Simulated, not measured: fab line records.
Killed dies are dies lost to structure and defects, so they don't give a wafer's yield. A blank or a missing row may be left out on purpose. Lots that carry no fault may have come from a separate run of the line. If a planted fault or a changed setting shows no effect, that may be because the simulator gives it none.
Which tool is to blame?	flow berkeley_cmos170	13 lots with 39 wafers sampled at 6 steps, on a route of 331 steps

== WHAT THE GAUGES READ, wafer by wafer ==
UCB170_PWELL_OVL_MEAS_13. Usual: for PWELL_OVL the level is -4 nm and the standard deviation is 7.2.
lot	measured	on	PWELL_OVL (nm)	flag
L155	day 3 10:14	overlay-01	3 3 -1	
L156	day 3 22:46	overlay-01	-19 -12 -19	
L158	day 3 22:46	overlay-02	-7 -6 -2	
L157	day 3 22:53	overlay-01	-5 -3 -6	
L160	day 4 07:29	overlay-01	-12 -9 -10	
L159	day 4 07:46	overlay-01	-2 -10 -7	
L164	day 5 02:05	overlay-01	- - -	OFF
L172	day 6 15:46	overlay-02	9 7 10	
L174	day 7 07:44	overlay-02	7 7 9	
L175	day 7 07:48	overlay-01	1 -3 -7	
L176	day 7 23:31	overlay-01	-3 2 1	
L178	day 7 23:38	overlay-02	1 1 8	
L177	day 8 00:11	overlay-01	-10 -5 -11	

UCB170_PWELL_TW_MEAS_17. Usual: for PWELL_TW the level is 382 and the standard deviation is 4.2.
lot	measured	on	PWELL_TW	flag
L155	day 3 10:37	film_metro-03	386 385 385	
L156	day 3 23:10	film_metro-01	382 381 384	
L158	day 3 23:10	film_metro-02	379 378 377	
L157	day 3 23:17	film_metro-03	385 387 386	
L160	day 4 07:52	film_metro-01	383 383 385	
L159	day 4 08:08	film_metro-01	384 382 384	
L164	day 5 02:29	film_metro-03	31 30 30	OFF
L172	day 6 16:08	film_metro-01	386 386 383	
L174	day 7 08:11	film_metro-02	374 375 375	
L175	day 7 08:11	film_metro-03	386 386 386	
L176	day 7 23:55	film_metro-03	386 385 385	
L178	day 8 00:02	film_metro-01	383 385 383	
L177	day 8 00:35	film_metro-01	386 383 383	

UCB170_ACTIVE_THK_MEAS_03. Usual: for ACTIVE_OXIDE_THK the level is 26.5 nm and the standard deviation is 0.47.
lot	measured	on	ACTIVE_OXIDE_THK (nm)	flag
L155	day 4 09:25	film_metro-04	27.4 26.6 26.6	
L156	day 4 19:25	film_metro-03	27.0 26.8 26.7	
L158	day 4 19:24	film_metro-04	26.2 26.7 26.5	
L157	day 4 19:23	film_metro-01	26.6 26.5 26.7	
L160	day 5 04:50	film_metro-01	27.0 27.3 26.8	
L159	day 5 04:50	film_metro-04	26.4 26.5 26.5	
L172	day 7 13:14	film_metro-03	26.1 25.6 26.1	
L174	day 8 08:07	film_metro-01	26.6 26.4 26.1	
L175	day 8 08:05	film_metro-04	26.3 26.0 26.2	
L176	day 8 20:10	film_metro-03	27.0 27.0 26.7	
L178	day 8 20:10	film_metro-04	25.4 26.2 26.1	
L177	day 8 20:14	film_metro-03	25.6 26.0 25.6	

UCB170_SCREENOX_THK_MEAS_02. Usual: for SCREENOX_OXIDE_THK the level is 14.32 nm and the standard deviation is 0.3.
lot	measured	on	SCREENOX_OXIDE_THK (nm)	flag
L155	day 5 17:50	film_metro-03	14.72 14.58 14.78	
L156	day 6 12:55	film_metro-01	14.73 14.77 14.86	
L158	day 6 12:54	film_metro-04	14.30 14.60 14.11	
L157	day 6 12:53	film_metro-03	14.50 14.44 14.54	
L160	day 6 18:26	film_metro-01	14.20 14.05 14.39	
L159	day 6 18:23	film_metro-01	14.63 14.95 14.51	
L172	day 9 06:00	film_metro-03	14.57 14.53 14.72	
L174	day 10 00:35	film_metro-04	14.27 14.23 14.23	
L175	day 10 00:34	film_metro-03	14.82 14.95 14.81	
L176	day 10 11:53	film_metro-04	14.09 14.31 14.23	
L178	day 10 11:52	film_metro-01	14.03 14.12 13.91	
L177	day 10 11:53	film_metro-03	14.08 14.28 14.17	

UCB170_M2_OVL_MEAS_16. Usual: for M2_OVL the level is -1 nm and the standard deviation is 5.4.
lot	measured	on	M2_OVL (nm)	flag
L155	day 8 07:44	overlay-02	-4 -6 -6	
L156	day 9 04:49	overlay-02	5 -1 1	
L158	day 9 04:28	overlay-02	0 0 13	
L157	day 9 04:42	overlay-01	-5 -4 -7	
L160	day 9 04:41	overlay-02	1 2 1	
L159	day 9 03:31	overlay-02	0 -3 -5	
L172	day 11 19:37	overlay-01	-6 -5 -8	
L174	day 12 13:13	overlay-01	-9 -12 -11	
L175	day 12 11:01	overlay-02	-10 -8 -1	
L176	day 13 01:26	overlay-02	0 -9 0	
L178	day 12 22:43	overlay-02	13 1 8	
L177	day 13 01:10	overlay-01	1 -2 4	

== WHAT TOOL EACH LOT RAN ON (gives the tool, then ch and the chambers of the sampled wafers, and finally the start) ==
lot	UCB170_PWELL_EXPOSE_10
L155	krf_scanner-01 ch 0, day 3 09:26
L156	krf_scanner-02 ch 0, day 3 22:01
L158	krf_scanner-02 ch 0, day 3 22:07
L157	krf_scanner-02 ch 0, day 3 22:13
L160	krf_scanner-02 ch 0, day 4 06:19
L159	krf_scanner-02 ch 0, day 4 06:36
L164	krf_scanner-01 ch 0, day 5 01:21
L172	krf_scanner-01 ch 0, day 6 15:10
L174	krf_scanner-01 ch 0, day 7 07:20
L175	krf_scanner-01 ch 0, day 7 07:25
L176	krf_scanner-02 ch 0, day 7 22:40
L178	krf_scanner-01 ch 0, day 7 22:53
L177	krf_scanner-02 ch 0, day 7 23:23
- UCB170_PWELL_EXPOSE_10: exposes mask PWELL, target cd 3000 nm.

== WHAT THE TOOLS THEMSELVES READ (means of the sampled wafers that have a number; where no wafer has one, the mark that the record gives instead) ==
The record holds no such reading with a usual standard deviation.

== THE ANSWER, worked out from the rows above alone ==
Rule: a lot is off if the mean of its wafers that have a number lies more than 3 standard deviations from the usual mean. A lot without any number at a reading at which 4 lots or more have one is off too. Where the step has rows for the other lots, those lots are counted as sound. Order of review: gauges by route order, followed by the tools' own readings, for which a lot's mean as printed above is used. At the first step where some lot is off, the reading lying furthest off is the one used; lots without a number count as furthest.
Off: at UCB170_PWELL_OVL_MEAS_13 (PWELL_OVL), L164. Without a number there: L164.
A tool fits if, at a process step before that reading, it ran every lot that is off, and no sound lot after the first of them. Not tried: the gauges at UCB170_PWELL_OVL_MEAS_13; whatever is off there is also off at UCB170_PWELL_TW_MEAS_17, on other tools, and gauge error can't account for it. Not one of the candidates tried fits.

== WHAT THE SIMULATOR HAD INSERTED ==
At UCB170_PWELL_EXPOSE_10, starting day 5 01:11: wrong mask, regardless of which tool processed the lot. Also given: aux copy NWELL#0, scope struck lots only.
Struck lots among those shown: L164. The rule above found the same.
